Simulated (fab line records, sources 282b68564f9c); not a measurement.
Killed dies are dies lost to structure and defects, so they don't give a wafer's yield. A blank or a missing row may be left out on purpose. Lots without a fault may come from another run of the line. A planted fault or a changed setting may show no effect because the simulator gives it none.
One fault seen from 2 desks | flow rit_cmos | each desk has only its own numbers; what lay behind them comes last

THE TOOL OWNER'S DESK: pvd_sputter-01
The tool's own readings at RIT_SILICIDE_SPUTTER_01 (material Ti, target thk 30 nm, time 240 s): means of the sampled wafers that have a number, for each lot that ran on this tool. A lot is out of limits, marked OUT, if its mean lies more than 4 standard deviations from the usual mean; the brackets give that distance.
Columns: A = throttle_valve_pct at RIT_SILICIDE_SPUTTER_01, usual 30.5 %
lot  | first seen here | A
L585 | day 3 06:55     | 30.6
L590 | day 4 07:13     | 30.8
L592 | day 4 18:23     | 31.0
L594 | day 5 03:56     | 31.0
L596 | day 5 17:02     | 30.7
L606 | day 7 17:04     | 31.7
L608 | day 8 00:13     | 31.7
This desk's finding: nothing out of limits on any of the 7 lots.

THE METROLOGY DESK
What the gauges read, lot by lot, whatever tool the lot ran on: means of the sampled wafers that have a number. A lot is out of limits, marked OUT, if its mean lies more than 4 standard deviations from the usual mean; the brackets give that distance.
Columns: A = PLDD_TW at RIT_PLDD_TW_MEAS_10, usual 2344; B = SPACER_NITRIDE_THK at RIT_SPACER_THK_MEAS_04, usual 252.8 nm; C = SILICIDE_TI_RS at RIT_SILICIDE_RS_MEAS_02, usual 46.0 ohm/sq; D = SILICIDE_TI_THK at RIT_SILICIDE_THK_MEAS_03, usual 30.8 nm
lot  | first seen here | A    | B     | C              | D
L585 | day 3 00:32     | 2302 | 252.2 | 45.8           | 30.9
L586 | day 3 00:48     | 2308 | 248.8 | 45.7           | 30.9
L587 | day 3 08:32     | 2305 | 255.7 | 46.0           | 30.7
L589 | day 3 17:11     | 2373 | 255.3 | 46.0           | 30.8
L590 | day 3 23:48     | 2363 | 249.2 | 46.6           | 30.7
L591 | day 4 04:32     | 2372 | 252.6 | 45.5           | 31.0
L592 | day 4 11:50     | 2293 | 254.6 | 46.2           | 30.6
L593 | day 4 15:32     | 2376 | 250.5 | 46.6           | 30.8
L594 | day 4 21:17     | 2381 | 250.4 | 46.8           | 30.3
L596 | day 5 10:36     | 2380 | 251.6 | 45.4           | 31.2
L597 | day 5 10:53     | 2380 | 253.5 | 45.6           | 31.2
L605 | day 7 04:53     | 2295 | 254.2 | 45.3           | 31.4
L606 | day 7 09:22     | 2387 | 254.6 | 57.9 (+19) OUT | 26.2 (-13) OUT
L608 | day 7 17:40     | 2293 | 252.4 | 57.7 (+19) OUT | 26.2 (-13) OUT
This desk's finding: out of limits on L606, L608; first on L606, day 7 17:14 (SILICIDE_TI_RS at RIT_SILICIDE_RS_MEAS_02). In limits: L585, L586, L587, L589, L590, L591, L592, L593, L594, L596, L597, L605.

PUT TOGETHER
The metrology desk could have raised an alarm at day 7 17:14, on L606, L608.
The tool owner's desk saw nothing out of limits.
The tool owner's desk has L606, L608 on record, within its limits.
Of the lots named, all ran RIT_SILICIDE_SPUTTER_01 on pvd_sputter-01.

WHAT THE SIMULATOR HAD PUT IN
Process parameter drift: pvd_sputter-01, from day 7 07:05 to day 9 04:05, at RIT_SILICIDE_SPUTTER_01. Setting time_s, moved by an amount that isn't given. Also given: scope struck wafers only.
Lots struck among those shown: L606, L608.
Hours from the fault's start to each desk's first reading out of limits: the metrology desk, 10.
